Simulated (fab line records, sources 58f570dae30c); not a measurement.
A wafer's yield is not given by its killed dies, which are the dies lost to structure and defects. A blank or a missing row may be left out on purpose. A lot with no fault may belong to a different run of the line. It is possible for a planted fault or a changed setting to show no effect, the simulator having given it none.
fab line records	flow berkeley_cmos170
[record] lots = 6	wafers = 18	last_day = 12
route steps=331 shown ACTIVE@74 PFIELD@79 FIELD@89 SACOX@97 SCREENOX@100 NVT@104 PVT@115 M3@331
lots that met no fault: taken from a fault-free run of the same line
start_h: the number of hours between the record's first day and the start of the first shown wafer of the lot	wait_h: hours since the lot's step before	" unchanged from the row above	L1.1+2: a row that stands for several wafers	- no value, or no start was given	* or withheld: withheld	< > ~ a bound
route shown NAME@n: a module of which the file shows steps, and the number in the route of the first	usual: mean/standard deviation of fault-free wafers	same: alike in all rows	chamber/n: place in a boat	sites: readings site by site	_std_site: standard deviation of those values	_edge_site: outer sites' mean less inner sites'	radius_mm: for every site, how far away it sits from the centre of the wafer	mask NAME#n: copy n	behind: the last tool/chamber to shape the wafer	hold: why the lot went on hold/how many hours it stayed there/how the hold came to an end	device: the n, p or np transistor that did not switch	end of line: the tests these same wafers got at the end of their route	for a step that has no rows: nothing shown but its recipe	killed: dies lost to structure and defects at the first sort, not the wafer's yield	map: dies across one wafer; x = killed, . = not, _ = none there
set.NAME: the setting that was run; set.NAME@STEP: the one run at that earlier step	model.NAME: the simulator's own value behind a step, which no gauge read
a table for each step, a row for each wafer; lots at some steps of the route
services: from which hour (start_h, from the record's first day; less than 0 if before it) a tool's chamber was out of use, for how many hours, and why
[[steps]]
[step UCB170_ACTIVE_OVL_MEAS_14]
[usual] ACTIVE_OVL = 3/4.7
lot.wafer	tool	chamber	start_h	wait_h	ACTIVE_OVL[nm]
L524.1	overlay-01	-	104.35	0.1	10
L524.2	"	-	"	"	7
L524.5	"	-	"	"	1
L525.1	overlay-01	-	109.61	0.1	-2
L525.2	"	-	"	"	5
L525.4	"	-	"	"	6
L527.2	overlay-02	-	125.83	0.1	-3
L527.3	"	-	"	"	-3
L527.5	"	-	"	"	-3
L529.1	overlay-01	-	125.87	0.1	-2
L529.2	"	-	"	"	7
L529.3	"	-	"	"	6
L539.3	overlay-01	-	169.88	0.1	14
L539.4	"	-	"	"	10
L539.5	"	-	"	"	15
L544.1	overlay-02	-	195.68	0.1	0
L544.2	"	-	"	"	3
L544.3	"	-	"	"	4
[step UCB170_ACTIVE_ETCH_15]
[recipe] chemistry = CH3F/Ar/O2	target = Si3N4	stop_on = SiO2	CH3F_flow_sccm = 20	Ar_flow_sccm = 50	O2_flow_sccm = 7	pressure_mtorr = 50	rf_w = 450	target_depth_a = 2420	over_etch_frac = 0.1	time_s = 151
[usual] drypump_motor_current_A = 5.9/0.55	mfc_ar_sccm = 50.01/0.13	oes_product_au = 0.936/0.012	throttle_valve_pct = 7.98/0.11
lot.wafer	tool	chamber	start_h	wait_h	drypump_motor_current_A	mfc_ar_sccm	oes_product_au	rf_hours_counter_h	throttle_valve_pct
L524.1	rie_diel-01	1	104.38	0.0	5.4	49.79	0.930	59	8.00
L524.2	"	0	"	"	5.9	50.13	0.943	26	8.03
L524.5	"	0	"	"	5.9	50.02	0.946	-	8.03
L525.1	rie_diel-01	1	109.65	0.0	5.4	50.05	0.935	59	8.00
L525.2	"	3	"	"	5.3	49.86	0.925	16	8.03
L525.4	"	2	"	"	6.8	49.98	0.948	137	8.03
L527.2	rie_diel-02	3	125.86	0.0	6.3	49.90	0.921	17	7.96
L527.3	"	0	"	"	6.6	49.94	0.934	12	7.84
L527.5	"	2	"	"	6.2	50.12	0.926	-	7.93
L529.1	rie_diel-03	1	125.90	0.0	5.7	49.96	0.939	81	7.94
L529.2	"	0	"	"	4.8	49.85	0.932	81	8.14
L529.3	"	3	"	"	5.6	50.13	0.954	134	7.80
L539.3	rie_diel-02	1	169.91	0.0	5.8	50.00	0.959	112	8.17
L539.4	"	3	"	"	6.4	49.92	0.937	19	7.96
L539.5	"	1	"	"	5.8	50.17	0.956	-	8.18
L544.1	rie_diel-01	1	195.72	0.0	5.4	49.94	0.923	63	7.99
L544.2	"	3	"	"	5.3	49.79	0.923	21	8.04
L544.3	"	2	"	"	6.8	50.10	0.937	142	8.06
[step UCB170_ACTIVE_STRIP_16]
[recipe] chemistry = O2	power_w = 400	pressure_mtorr = 3500	platen_temp_c = withheld	o2_flow_sccm = 400	overash_fraction = 0.5
[usual] drypump_motor_current_A = 5.7/0.66	oes_product_au = 0.721/0.0045	strip_time_to_endpoint_s = 18.17/0.087
[same] overash_fraction = 0.5
lot.wafer	tool	chamber	start_h	wait_h	drypump_motor_current_A	oes_product_au	rf_hours_counter_h	strip_time_to_endpoint_s
L524.1	plasma_asher-04	1	104.48	0.1	6.6	0.719	33	18.24
L524.2	"	0	"	"	5.1	0.720	33	18.21
L524.5	"	1	"	"	6.6	0.718	-	18.21
L525.1	plasma_asher-04	0	109.75	0.1	5.1	0.711	34	18.19
L525.2	"	1	"	"	6.6	0.718	34	18.11
L525.4	"	0	"	"	5.1	0.718	-	18.11
L527.2	plasma_asher-03	1	125.96	0.1	6.1	0.720	41	18.05
L527.3	"	0	"	"	4.9	0.720	-	18.09
L527.5	"	0	"	"	4.9	0.710	-	18.25
L529.1	plasma_asher-04	1	126.00	0.1	6.6	0.721	36	18.21
L529.2	"	0	"	"	5.1	0.721	36	18.14
L529.3	"	1	"	"	6.6	0.721	-	18.30
L539.3	plasma_asher-03	1	170.04	0.1	6.0	0.723	-	18.18
L539.4	"	0	"	"	4.9	0.717	-	18.17
L539.5	"	0	"	"	4.9	0.709	-	18.20
L544.1	plasma_asher-04	1	195.82	0.1	6.6	0.725	44	18.26
L544.2	"	0	"	"	5.1	0.718	44	18.21
L544.3	"	0	"	"	5.1	0.724	-	18.14
[step UCB170_ACTIVE_CD_MEAS_90]
[recipe] target_cd_nm = 1200
[usual] cd_nm = 1200.3/1.4
lot.wafer	tool	chamber	start_h	wait_h	cd_nm
L524.1	cd_sem-02	-	104.58	0.1	1197.7
L524.2	"	-	"	"	1199.3
L524.5	"	-	"	"	1197.9
L525.1	cd_sem-02	-	109.85	0.1	1201.0
L525.2	"	-	"	"	1200.1
L525.4	"	-	"	"	1201.3
L527.2	cd_sem-02	-	126.12	0.1	1198.6
L527.3	"	-	"	"	1198.0
L527.5	"	-	"	"	1200.0
L529.1	cd_sem-01	-	126.14	0.1	1201.0
L529.2	"	-	"	"	1199.6
L529.3	"	-	"	"	1200.6
L539.3	cd_sem-01	-	170.15	0.1	1199.1
L539.4	"	-	"	"	1198.9
L539.5	"	-	"	"	1200.1
L544.1	cd_sem-02	-	195.92	0.1	1199.8
L544.2	"	-	"	"	1199.9
L544.3	"	-	"	"	1200.8
[step UCB170_ACTIVE_CLEAN_17]
[recipe] chemistry = SPM	temp_c = 120	time_s = 600
[step UCB170_PFIELD_HMDS_00]
[recipe] prime_time_s = 60	prime_temp_c = 100
[step UCB170_PFIELD_COAT_01]
[recipe] resist = KrF	spin_rpm = 1500	resist_thk_nm = 900
[step UCB170_PFIELD_SOFTBAKE_02]
[recipe] resist = KrF	temp_c = 130	time_s = 60
[step UCB170_PFIELD_EXPOSE_03]
[recipe] mask_id = PFIELD	na = 0.5	sigma_outer = 0.6	source_shape = conventional	target_cd_nm = 1500	dose_mj = 30
[step UCB170_PFIELD_PEB_04]
[recipe] peb_temp_c = 130	peb_time_s = withheld	resist = KrF
[step UCB170_PFIELD_DEVELOP_05]
[recipe] developer = TMAH	develop_time_s = 45	resist = KrF	dev_temp_c = 21
[step UCB170_PFIELD_OVL_MEAS_06]
[usual] PFIELD_OVL = 0/5.1
lot.wafer	tool	chamber	start_h	wait_h	PFIELD_OVL[nm]
L524.1	overlay-01	-	107.57	-	1
L524.2	"	-	"	"	2
L524.5	"	-	"	"	1
L525.1	overlay-02	-	112.68	-	-7
L525.2	"	-	"	"	-4
L525.4	"	-	"	"	-6
L527.2	overlay-01	-	131.00	-	11
L527.3	"	-	"	"	2
L527.5	"	-	"	"	3
L529.1	overlay-01	-	131.27	-	-4
L529.2	"	-	"	"	-2
L529.3	"	-	"	"	-5
L539.3	overlay-02	-	172.56	-	-5
L539.4	"	-	"	"	-8
L539.5	"	-	"	"	0
L544.1	overlay-01	-	198.01	-	-6
L544.2	"	-	"	"	-6
L544.3	"	-	"	"	2
[step UCB170_PFIELD_IMPLANT_07]
[recipe] species = B	dose_cm2 = 2e+13	energy_kev = 80	tilt_deg = 7
[usual] faraday_current_uA = 63.6/1.2
lot.wafer	tool	chamber	start_h	wait_h	faraday_current_uA
L524.1	implanter-01	0	107.61	0.0	64.0
L524.2	"	0	"	"	66.3
L524.5	"	0	"	"	63.6
L525.1	implanter-01	0	112.71	0.0	63.0
L525.2	"	0	"	"	62.7
L525.4	"	0	"	"	62.7
L527.2	implanter-01	0	131.05	0.0	61.9
L527.3	"	0	"	"	62.9
L527.5	"	0	"	"	61.8
L529.1	implanter-02	0	131.30	0.0	65.2
L529.2	"	0	"	"	63.4
L529.3	"	0	"	"	61.8
L539.3	implanter-04	0	172.63	0.1	62.3
L539.4	"	0	"	"	62.6
L539.5	"	0	"	"	65.4
L544.1	implanter-02	0	198.04	0.0	64.2
L544.2	"	0	"	"	64.4
L544.3	"	0	"	"	63.4
[step UCB170_PFIELD_STRIP_08]
[recipe] chemistry = O2	power_w = 400	pressure_mtorr = 3500	platen_temp_c = withheld	o2_flow_sccm = 400	overash_fraction = 0.5
[usual] drypump_motor_current_A = 5.7/0.6	oes_product_au = 0.735/0.0046	strip_time_to_endpoint_s = 21.64/0.059
[same] overash_fraction = 0.5
lot.wafer	tool	chamber	start_h	wait_h	drypump_motor_current_A	oes_product_au	rf_hours_counter_h	strip_time_to_endpoint_s
L524.1	plasma_asher-01	1	107.76	0.1	5.1	0.742	41	21.57
L524.2	"	0	"	"	6.4	0.733	41	21.51
L524.5	"	0	"	"	6.4	0.744	-	21.62
L525.1	plasma_asher-03	0	112.86	0.1	4.9	0.735	40	21.68
L525.2	"	1	"	"	6.0	0.728	40	21.71
L525.4	"	0	"	"	4.9	0.735	-	21.71
L527.2	plasma_asher-01	1	131.18	0.1	5.1	0.740	1	21.58
L527.3	"	0	"	"	6.5	0.738	-	21.61
L527.5	"	0	"	"	6.5	0.728	-	21.64
L529.1	plasma_asher-03	1	131.45	0.1	6.0	0.734	42	21.76
L529.2	"	0	"	"	4.9	0.747	42	21.73
L529.3	"	0	"	"	4.9	0.735	-	21.77
L539.3	plasma_asher-02	0	172.76	0.1	6.2	0.737	-	21.66
L539.4	"	1	"	"	5.9	0.732	-	21.68
L539.5	"	1	"	"	5.9	0.735	-	21.72
L544.1	plasma_asher-03	1	198.19	0.1	6.1	0.734	50	21.67
L544.2	"	0	"	"	4.9	0.723	50	21.71
L544.3	"	1	"	"	6.1	0.744	-	21.69
[step UCB170_PFIELD_TW_MEAS_09]
[usual] PFIELD_TW = 601/7.5
lot.wafer	tool	chamber	start_h	wait_h	PFIELD_TW
L524.1	film_metro-01	-	107.86	0.1	607
L524.2	"	-	"	"	610
L524.5	"	-	"	"	606
L525.1	film_metro-03	-	112.96	0.1	578
L525.2	"	-	"	"	578
L525.4	"	-	"	"	580
L527.2	film_metro-02	-	131.29	0.1	586
L527.3	"	-	"	"	584
L527.5	"	-	"	"	592
L529.1	film_metro-02	-	131.55	0.1	598
L529.2	"	-	"	"	603
L529.3	"	-	"	"	603
L539.3	film_metro-03	-	172.85	0.1	589
L539.4	"	-	"	"	593
L539.5	"	-	"	"	592
L544.1	film_metro-01	-	198.29	0.1	605
L544.2	"	-	"	"	603
L544.3	"	-	"	"	603
[step UCB170_FIELD_CLEAN_00]
[recipe] chemistry = dHF	dilution = 25:1	time_s = 7.5
[step UCB170_FIELD_OXIDATION_01]
[recipe] temp_c = 1000	ambient = H2O	p_h2o_torr = 584.62	target_thk_a = 5583	ox_time_s = 7200
[step UCB170_FIELD_THK_MEAS_02]
[recipe] reads = SiO2_of_FIELD_OXIDATION_01
[usual] FIELD_OXIDE_THK = 555/9.2
lot.wafer	tool	chamber	start_h	wait_h	FIELD_OXIDE_THK[nm]
L524.1	film_metro-03	-	112.77	0.0	571
L524.2	"	-	"	"	573
L524.5	"	-	"	"	570
L525.1	film_metro-04	-	119.49	0.0	560
L525.2	"	-	"	"	564
L525.4	"	-	"	"	553
L529.1	film_metro-04	-	137.32	0.0	559
L529.2	"	-	"	"	565
L529.3	"	-	"	"	556
L527.2	film_metro-03	-	137.33	0.0	554
L527.3	"	-	"	"	564
L527.5	"	-	"	"	546
L539.3	film_metro-02	-	179.92	0.0	542
L539.4	"	-	"	"	544
L539.5	"	-	"	"	542
L544.1	film_metro-04	-	204.32	0.0	563
L544.2	"	-	"	"	563
L544.3	"	-	"	"	553
[step UCB170_FIELD_ANNEAL_03]
[recipe] temp_c = 1000	time_s = 1200	ambient = N2
[step UCB170_FIELD_WET_ETCH_04]
[recipe] chemistry = dHF	dilution = 10:1	target = SiO2	temp_c = 25	time_s = 61.03
[step UCB170_FIELD_WET_ETCH_05]
[recipe] chemistry = H3PO4	target = Si3N4	temp_c = 160	time_s = 12600
[step UCB170_FIELD_WET_ETCH_06]
[recipe] chemistry = BOE	dilution = 5:1	target = SiO2	temp_c = 25	time_s = 22
[step UCB170_FIELD_THK_MEAS_90]
[recipe] reads = SiO2_of_FIELD_OXIDATION_01
[usual] FIELD_OXIDE_LEFT_1_THK = 438/9.5
lot.wafer	tool	chamber	start_h	wait_h	FIELD_OXIDE_LEFT_1_THK[nm]
L524.1	film_metro-03	-	120.66	0.0	455
L524.2	"	-	"	"	458
L524.5	"	-	"	"	454
L525.1	film_metro-04	-	128.85	0.0	444
L525.2	"	-	"	"	447
L525.4	"	-	"	"	437
L527.2	film_metro-02	-	145.82	0.0	437
L527.3	"	-	"	"	447
L527.5	"	-	"	"	429
L529.1	film_metro-02	-	145.87	0.1	442
L529.2	"	-	"	"	447
L529.3	"	-	"	"	439
L539.3	film_metro-04	-	186.30	0.0	423
L539.4	"	-	"	"	426
L539.5	"	-	"	"	424
L544.1	film_metro-03	-	214.63	0.1	447
L544.2	"	-	"	"	446
L544.3	"	-	"	"	437
[step UCB170_SACOX_CLEAN_00]
[recipe] chemistry = dHF	dilution = 25:1	time_s = 7.5
[step UCB170_SACOX_OXIDATION_01]
[recipe] temp_c = 900	ambient = O2	target_thk_a = 144	ox_time_s = 2400
[step UCB170_SACOX_THK_MEAS_02]
[recipe] reads = SiO2_of_SACOX_OXIDATION_01
[usual] SACOX_OXIDE_THK = 14.41/0.28
lot.wafer	tool	chamber	start_h	wait_h	SACOX_OXIDE_THK[nm]
L524.1	film_metro-04	-	125.88	0.0	14.34
L524.2	"	-	"	"	14.18
L524.5	"	-	"	"	14.47
L525.1	film_metro-02	-	134.07	0.0	13.97
L525.2	"	-	"	"	13.94
L525.4	"	-	"	"	14.23
L527.2	film_metro-02	-	151.61	0.0	14.61
L527.3	"	-	"	"	14.27
L527.5	"	-	"	"	14.17
L529.1	film_metro-01	-	151.66	0.1	14.24
L529.2	"	-	"	"	14.20
L529.3	"	-	"	"	14.06
L539.3	film_metro-01	-	191.92	0.0	14.09
L539.4	"	-	"	"	14.46
L539.5	"	-	"	"	14.32
L544.1	film_metro-04	-	218.61	0.0	14.28
L544.2	"	-	"	"	14.54
L544.3	"	-	"	"	14.41
[step UCB170_SCREENOX_WET_ETCH_00]
[recipe] chemistry = dHF	dilution = 25:1	target = SiO2	temp_c = 25	time_s = 200
[step UCB170_SCREENOX_OXIDATION_01]
[recipe] temp_c = 900	ambient = O2	target_thk_a = 144	ox_time_s = 2400
[step UCB170_SCREENOX_THK_MEAS_02]
[recipe] reads = SiO2_of_SCREENOX_OXIDATION_01
[usual] SCREENOX_OXIDE_THK = 14.37/0.23
lot.wafer	tool	chamber	start_h	wait_h	SCREENOX_OXIDE_THK[nm]
L524.1	film_metro-03	-	131.48	0.0	14.55
L524.2	"	-	"	"	14.34
L524.5	"	-	"	"	14.39
L525.1	film_metro-04	-	139.36	0.0	14.67
L525.2	"	-	"	"	14.61
L525.4	"	-	"	"	14.34
L527.2	film_metro-03	-	158.13	0.0	14.27
L527.3	"	-	"	"	14.32
L527.5	"	-	"	"	14.59
L529.1	film_metro-01	-	158.18	0.1	14.25
L529.2	"	-	"	"	14.29
L529.3	"	-	"	"	14.09
L539.3	film_metro-03	-	197.84	0.0	14.62
L539.4	"	-	"	"	14.42
L539.5	"	-	"	"	14.67
L544.1	film_metro-03	-	224.82	0.0	14.43
L544.2	"	-	"	"	14.56
L544.3	"	-	"	"	14.35
[step UCB170_SCREENOX_ANNEAL_03]
[recipe] temp_c = 900	time_s = 900	ambient = N2
[step UCB170_NVT_HMDS_00]
[recipe] prime_time_s = 60	prime_temp_c = 100
[step UCB170_NVT_COAT_01]
[recipe] resist = KrF	spin_rpm = 1500	resist_thk_nm = 900
[step UCB170_NVT_SOFTBAKE_02]
[recipe] resist = KrF	temp_c = 130	time_s = 62.46
[usual] plate_sensor_t_centre_C = 131.41/0.011	plate_sensor_t_edge_C = 131.53/0.01
lot.wafer	tool	chamber	start_h	wait_h	plate_sensor_t_centre_C	plate_sensor_t_edge_C
L524.1	litho_track-04	0	137.43	0.1	131.42	131.53
L524.2	"	0	"	"	131.42	131.54
L524.5	"	0	"	"	131.39	131.52
L525.1	litho_track-01	0	144.99	0.1	131.42	131.55
L525.2	"	0	"	"	131.4	131.54
L525.4	"	0	"	"	131.42	131.52
L529.1	litho_track-04	0	163.97	0.1	131.42	131.53
L529.2	"	0	"	"	131.42	131.52
L529.3	"	0	"	"	131.41	131.52
L527.2	litho_track-03	0	164.24	0.1	131.42	131.51
L527.3	"	0	"	"	131.4	131.53
L527.5	"	0	"	"	131.41	131.55
L539.3	litho_track-01	0	204.10	0.1	131.41	131.53
L539.4	"	0	"	"	131.42	131.54
L539.5	"	0	"	"	131.39	131.54
L544.1	litho_track-04	0	229.03	0.1	131.41	131.53
L544.2	"	0	"	"	131.42	131.52
L544.3	"	0	"	"	131.39	131.53
[step UCB170_NVT_EXPOSE_03]
[recipe] mask_id = PWELL	target_cd_nm = 3000	na = 0.5	sigma_outer = 0.6	source_shape = conventional	dose_mj = 30
[step UCB170_NVT_PEB_04]
[recipe] peb_temp_c = 130	peb_time_s = withheld	resist = KrF
[step UCB170_NVT_DEVELOP_05]
[recipe] developer = TMAH	develop_time_s = 45	resist = KrF	dev_temp_c = 21
[step UCB170_NVT_OVL_MEAS_06]
[usual] NVT_OVL = -1/5.5
lot.wafer	tool	chamber	start_h	wait_h	NVT_OVL[nm]
L524.1	overlay-01	-	139.03	-	1
L524.2	"	-	"	"	-4
L524.5	"	-	"	"	-2
L525.1	overlay-02	-	145.53	-	-6
L525.2	"	-	"	"	-2
L525.4	"	-	"	"	-1
L529.1	overlay-02	-	165.09	-	-1
L529.2	"	-	"	"	-4
L529.3	"	-	"	"	-9
L527.2	overlay-01	-	165.57	-	3
L527.3	"	-	"	"	12
L527.5	"	-	"	"	1
L539.3	overlay-01	-	204.94	-	1
L539.4	"	-	"	"	2
L539.5	"	-	"	"	-8
L544.1	overlay-02	-	229.57	-	2
L544.2	"	-	"	"	-5
L544.3	"	-	"	"	7
[step UCB170_NVT_IMPLANT_07]
[recipe] species = BF2	dose_cm2 = 3e+12	energy_kev = 50	tilt_deg = 7
[step UCB170_NVT_STRIP_08]
[recipe] chemistry = O2	power_w = 400	pressure_mtorr = 3500	platen_temp_c = withheld	o2_flow_sccm = 400	overash_fraction = 0.5
[usual] drypump_motor_current_A = 5.8/0.71	oes_product_au = 0.735/0.0045	strip_time_to_endpoint_s = 21.68/0.063
[same] overash_fraction = 0.5
lot.wafer	tool	chamber	start_h	wait_h	drypump_motor_current_A	oes_product_au	rf_hours_counter_h	strip_time_to_endpoint_s
L524.1	plasma_asher-04	0	139.22	0.1	5.1	0.732	38	21.66
L524.2	"	1	"	"	6.6	0.739	38	21.69
L524.5	"	0	"	"	5.1	0.733	-	21.73
L525.1	plasma_asher-01	0	145.72	0.1	6.4	0.739	3	21.67
L525.2	"	1	"	"	5.1	0.746	3	21.65
L525.4	"	1	"	"	5.1	0.736	-	21.66
L529.1	plasma_asher-01	0	165.28	0.1	6.5	0.740	6	21.73
L529.2	"	1	"	"	5.1	0.738	6	21.76
L529.3	"	0	"	"	6.5	0.728	-	21.72
L527.2	plasma_asher-01	0	165.75	0.1	6.4	0.732	6	21.69
L527.3	"	0	"	"	6.4	0.735	-	21.66
L527.5	"	1	"	"	5.1	0.748	-	21.69
L539.3	plasma_asher-04	1	205.15	0.1	6.6	0.736	-	21.71
L539.4	"	0	"	"	5.1	0.737	-	21.70
L539.5	"	0	"	"	5.1	0.733	-	21.63
L544.1	plasma_asher-04	0	229.76	0.1	5.1	0.729	48	21.63
L544.2	"	1	"	"	6.6	0.737	48	21.71
L544.3	"	0	"	"	5.1	0.731	-	21.67
[step UCB170_NVT_TW_MEAS_09]
[usual] NVT_TW = 526/5.6
lot.wafer	tool	chamber	start_h	wait_h	NVT_TW
L524.1	film_metro-02	-	139.32	0.1	525
L524.2	"	-	"	"	528
L524.5	"	-	"	"	526
L525.1	film_metro-01	-	145.85	0.1	526
L525.2	"	-	"	"	530
L525.4	"	-	"	"	530
L529.1	film_metro-01	-	165.38	0.1	526
L529.2	"	-	"	"	533
L529.3	"	-	"	"	532
L527.2	film_metro-01	-	165.86	0.1	531
L527.3	"	-	"	"	530
L527.5	"	-	"	"	531
L539.3	film_metro-01	-	205.23	0.1	524
L539.4	"	-	"	"	529
L539.5	"	-	"	"	523
L544.1	film_metro-03	-	229.86	0.1	515
L544.2	"	-	"	"	517
L544.3	"	-	"	"	516
[step UCB170_NVT_CLEAN_10]
[recipe] chemistry = SPM	temp_c = 120	time_s = 600
[step UCB170_PVT_HMDS_00]
[recipe] prime_time_s = 60	prime_temp_c = 100
[step UCB170_M3_PROBE_99]
lot.wafer	tool	chamber	start_h	wait_h	model.etest.field_n_metal.vt_v	model.etest.field_n.vt_v_range	model.etest.field_n.vt_v	model.etest.field_n.vt_v_rim_less_centre	model.etest.diode_nplus_pwell.bv_v	model.etest.iso_nplus_nwell.lateral_log10_a_um	model.etest.diode_nplus_comb.cj_ff_um2	model.etest.nmos_narrow.vt_less_v
L524.1	prober-02	-	197.18	0.1	52.52	0.2601	19.59	-0.05723	12.87	-8.123	0.7999	0.121
L524.2	prober-02	-	197.23	0.1	52.65	0.2902	19.76	0.188	12.91	-8.132	0.7983	0.1198
L524.5	prober-02	-	197.38	0.2	53.23	0.2557	19.57	0.2057	12.89	-8.126	0.7993	0.1185
L525.1	prober-02	-	202.19	0.1	49.67	2.167	18.05	1.079	13.1	-8.053	0.7859	0.1095
L525.2	prober-02	-	202.24	0.1	51.06	2.193	18.26	1.172	13.27	-8.021	0.7854	0.1074
L525.4	prober-02	-	202.34	0.2	49.81	2.166	17.8	1.052	13.09	-8.023	0.7867	0.1116
L529.1	prober-01	-	226.54	0.1	51.92	0.3599	19.04	-0.253	12.65	-8.111	0.7969	0.1159
L529.2	prober-01	-	226.59	0.1	52.81	0.3065	19.19	-0.1166	12.69	-8.093	0.795	0.1171
L529.3	prober-01	-	226.64	0.2	52.29	0.2322	18.92	-0.09662	12.46	-8.102	0.799	0.1113
L527.2	prober-02	-	227.06	0.1	49.05	2.087	17.65	0.9478	13.06	-8.04	0.7896	0.1095
L527.3	prober-02	-	227.11	0.2	49.44	2.228	18.02	1.002	13.08	-8.047	0.7849	0.1123
L527.5	prober-02	-	227.21	0.2	49.14	2.2	17.28	1.123	13.09	-8.074	0.7942	0.1125
L539.3	prober-01	-	260.74	0.2	50.58	0.1714	17.85	-0.08381	12.82	-8.091	0.8079	0.1191
L539.4	prober-01	-	260.79	0.2	50.92	0.1183	18.07	-0.02049	12.46	-8.035	0.8086	0.1216
L539.5	prober-01	-	260.84	0.2	52.05	0.2036	17.88	-0.1438	12.67	-8.038	0.806	0.1264
L544.1	prober-01	-	290.53	0.1	51.83	0.2401	19.2	0.04378	12.59	-8.095	0.8172	0.1218
L544.2	prober-01	-	290.58	0.1	51.92	0.2333	19.2	0.1501	12.64	-8.104	0.8172	0.1216
L544.3	prober-01	-	290.63	0.2	51.05	0.2253	18.77	-0.04044	12.65	-8.061	0.8221	0.1225
// killed by level:class
L524.1 ACTIVE:area_etch=2 WELLDRIVE:geometric_particle:short=1 SILICIDE:geometric_particle:short=1 M1:geometric_particle:open=1 M3:geometric_particle:short=1
L524.2 SILICIDE:geometric_particle:short=1 V2:geometric_particle:short=1
L524.5 WELLDRIVE:geometric_particle:open=1
L525.1 GATE:geometric_particle:open=1 GATE:geometric_particle:short=1 SPACER:geometric_particle:open=1 M1:geometric_particle:short=1
L525.2 GATE:geometric_particle:open=2 SPACER:geometric_particle:short=2 SPACER:geometric_particle:open=1 M1:geometric_particle:short=1 PSD:coat_microbubble_printed=1
L525.4 GATE:geometric_particle:open=2 FIELD:geometric_particle:short=1 SPACER:geometric_particle:short=1 M2:geometric_particle:short=1 PSD:coat_microbubble_printed=1
L529.1 GATE:geometric_particle:short=1
L529.2 WELLDRIVE:geometric_particle:short=1 ACTIVE:geometric_particle:short=1 FIELD:geometric_particle:short=1 GATE:geometric_particle:open=1 CONTACT:geometric_particle:short=1 M3:geometric_particle:open=1
L529.3 WELLDRIVE:geometric_particle:short=1 SACOX:geometric_particle:open=1 GATE:geometric_particle:short=1 GATE:geometric_particle:open=1 SPACER:geometric_particle:short=1 V1:geometric_particle:short=1 ACTIVE:area_etch=1 NWELL:area_etch=1
L539.3 FIELD:geometric_particle:short=1 GATE:geometric_particle:open=1 CONTACT:geometric_particle:open=1 V2:geometric_particle:open=1 M3:geometric_particle:short=1
L539.4 M1:geometric_particle:short=1 V2:geometric_particle:short=1
L539.5 SACOX:geometric_particle:short=1 M1:geometric_particle:short=1
L544.1 GATE:geometric_particle:open=2 ACTIVE:area_etch=1
L544.2 GATE:geometric_particle:short=1
L544.3 GATE:geometric_particle:open=1 SILICIDE:geometric_particle:short=1 M3:geometric_particle:short=1
[[services]]
tool	chamber	start_h	hours	kind
rie_diel-02	1	88.41	4.6	repair
implanter-02	-	95.45	0.9	repair
plasma_asher-01	-	99.59	0.6	repair
implanter-04	-	106.58	1.5	repair
plasma_asher-01	-	108.75	9.0	pm
plasma_asher-01	0	108.75	9.0	vent_cycle
plasma_asher-01	1	108.75	9.0	vent_cycle
plasma_asher-01	0	117.75	-	clean
plasma_asher-01	1	117.75	-	clean
plasma_asher-03	-	123.03	1.1	repair
implanter-01	-	160.28	3.7	pm
rie_diel-03	2	171.98	-	clean
rie_diel-03	2	171.98	26.5	scheduled_down
rie_diel-03	2	171.98	26.5	vent_cycle
implanter-01	-	173.82	3.3	pm
rie_diel-02	1	189.40	4.4	repair
rie_diel-01	2	217.69	-	clean
rie_diel-01	2	217.69	15.9	scheduled_down
rie_diel-01	2	217.69	15.9	vent_cycle
plasma_asher-01	-	219.53	4.8	repair
plasma_asher-02	-	223.58	2.8	repair
[[key]]
[first_sign] step = UCB170_PFIELD_TW_MEAS_09	reading = PFIELD_TW	direction = down	sigmas = 2.4	usual = 601	struck = 583	wafers_moved = 3
effect none on later readings
[model_effect] step = UCB170_M3_PROBE_99	value = etest.field_n_metal.vt_v	without = 52.55	struck = 49.7
met_at UCB170_PFIELD_IMPLANT_07
struck_wafers L525.1,L525.2,L525.4,L527.2,L527.3,L527.5
sort_left_out L527.2,L527.3,L527.5
tester_left_out L525,L527
onset_between 107.61 112.71
[fault] kind = process_parameter_drift	tool = implanter-01	chamber = -	onset_h = 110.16	steps = UCB170_PFIELD_IMPLANT_07	channel = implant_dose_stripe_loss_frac	offset = 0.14	shape = step	end_h = 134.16
// tester_left_out: of these lots the tester's yield and bins aren't shown, on N5 and GAA mostly nor the transistor test; their killed dies are dies lost to structure and defects alone, not to doping, threshold or leakage, so they don't give the yield
// sort_left_out: the simulated sort isn't trusted on such a fault, so these wafers' sort isn't shown, and their yield isn't known
